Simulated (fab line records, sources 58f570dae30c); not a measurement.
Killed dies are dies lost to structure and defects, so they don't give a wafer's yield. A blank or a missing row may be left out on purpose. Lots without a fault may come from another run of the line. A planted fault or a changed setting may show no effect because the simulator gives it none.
Split-lot experiment | flow berkeley_cmos170 | 5 lots, 23 wafers read, on a route of 331 steps

THE SPLIT
At UCB170_CONTACT_EXPOSE_12 (exposes mask CONT, target cd 700 nm), the setting dose_mj was moved away from the recipe's 35 on 10 of the 23 wafers read, by -7.5% to +6.5%. The other wafers ran this setting at the recipe's value.

FROM THE SPLIT TO THE READING: what the file shows between them, 6 steps
- UCB170_CONTACT_PEB_13
- UCB170_CONTACT_DEVELOP_14: develop time 45 s
- UCB170_CONTACT_CD_MEAS_15: target cd 700 nm
- UCB170_CONTACT_ETCH_17: etches BARC in N2/H2
- UCB170_CONTACT_ETCH_18: etches PSG in CHF3/CF4/Ar, stops on TiSi2, target depth 840 nm, time 195 s
- UCB170_CONTACT_STRIP_19: strips in O2

THE READING
cd_nm, in nm, at UCB170_CONTACT_CD_MEAS_90 (target cd 700 nm). Fault-free wafers of this fab line usually give 699.2 nm, standard deviation 1.5 nm.

wafer  | tool, chamber at the split | dose_mj as run | against the recipe | cd_nm, nm | against lot-mates on the recipe
L075.1 | krf_scanner-02, 0          | 37.27          | +6.5%              | 711.5     | +11.3
L075.2 | krf_scanner-02, 0          | 35             | recipe             | 700.1     | -
L075.3 | krf_scanner-02, 0          | 35             | recipe             | 699.6     | -
L075.4 | krf_scanner-02, 0          | 37.27          | +6.5%              | 709.9     | +9.7
L075.6 | krf_scanner-02, 0          | 35             | recipe             | 700.8     | -
L078.1 | krf_scanner-02, 0          | 35             | recipe             | 700.1     | -
L078.2 | krf_scanner-02, 0          | 32.39          | -7.5%              | 683.3     | -15.6
L078.3 | krf_scanner-02, 0          | 32.39          | -7.5%              | 686.2     | -12.7
L078.4 | krf_scanner-02, 0          | 32.39          | -7.5%              | 683.6     | -15.3
L078.6 | krf_scanner-02, 0          | 35             | recipe             | 697.7     | -
L080.2 | krf_scanner-02, 0          | 33.41          | -4.5%              | 690.7     | -7.2
L080.3 | krf_scanner-02, 0          | 35             | recipe             | 697.2     | -
L080.4 | krf_scanner-02, 0          | 33.41          | -4.5%              | 690.5     | -7.4
L080.5 | krf_scanner-02, 0          | 35             | recipe             | 698.6     | -
L080.6 | krf_scanner-02, 0          | 33.41          | -4.5%              | 690.6     | -7.3
L082.1 | krf_scanner-02, 0          | 35             | recipe             | 698.9     | -
L082.2 | krf_scanner-02, 0          | 35             | recipe             | 696.7     | -
L082.3 | krf_scanner-02, 0          | 33.9           | -3.1%              | 691.7     | -5.9
L082.4 | krf_scanner-02, 0          | 33.9           | -3.1%              | 690.6     | -7.0
L082.6 | krf_scanner-02, 0          | 35             | recipe             | 697.1     | -
L081.1 | krf_scanner-01, 0          | 35             | recipe             | 699.1     | -
L081.2 | krf_scanner-01, 0          | 35             | recipe             | 701.1     | -
L081.3 | krf_scanner-01, 0          | 35             | recipe             | 700.0     | -

THE FIT
A straight line over all 23 wafers: cd_nm changes by +1.91 nm for each +1% of dose_mj; r = +0.98; the points scatter about the line by 1.4 nm.
The same after taking each lot's own level away (the mean of its wafers on the recipe; 23 wafers): +1.79 nm for each +1%; r = +0.99; scatter 1.1 nm.
On that fit, the largest move of dose_mj shifts the reading by 13 nm.
The lots' own levels span 697.57 to 700.17 nm, that is 1.7 times the standard deviation above.
So the lot-to-lot level changes the slope little: the two slopes agree.
Check: with one of the wafers moved furthest among these (-7.5%) left out of the fit, the line predicts -13.1 nm for it against its lot-mates. It came out at -15.6 nm against them.

OTHER SPLITS ON THESE WAFERS
These wafers also went through other splits before the reading. Each is held against what the fit with the lots' levels taken away leaves over:
other split on the same wafers     | wafers away from the commonest value | r with cd_nm (lot level and that fit taken away)
UCB170_PSD_IMPLANT_08 dose_cm2     | 9                                    | +0.14
UCB170_NSD_PEB_04 peb_temp_c       | 8                                    | -0.32
UCB170_BACKSIDE_SOFTBAKE_02 time_s | 9                                    | -0.12

THE WHOLE CHAIN: every reading that the file lists as answering this split, in the file's order
step                      | what it does         | reading                                                        | change (the file's fit)              | r (the file's)
UCB170_CONTACT_CD_MEAS_15 | target cd 700 nm     | cd_nm                                                          | +1.77 nm for each +1% of the setting | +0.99
UCB170_CONTACT_ETCH_17    | etches BARC in N2/H2 | CONTACT.cd_nm (the simulator's own value, which no gauge read) | +1.78 nm for each +1% of the setting | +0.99
UCB170_CONTACT_CD_MEAS_90 | target cd 700 nm     | cd_nm                                                          | +1.79 nm for each +1% of the setting | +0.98

THE FILE'S OWN FIT
cd_nm changes by +1.79 nm for each +1% of dose_mj, r = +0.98.
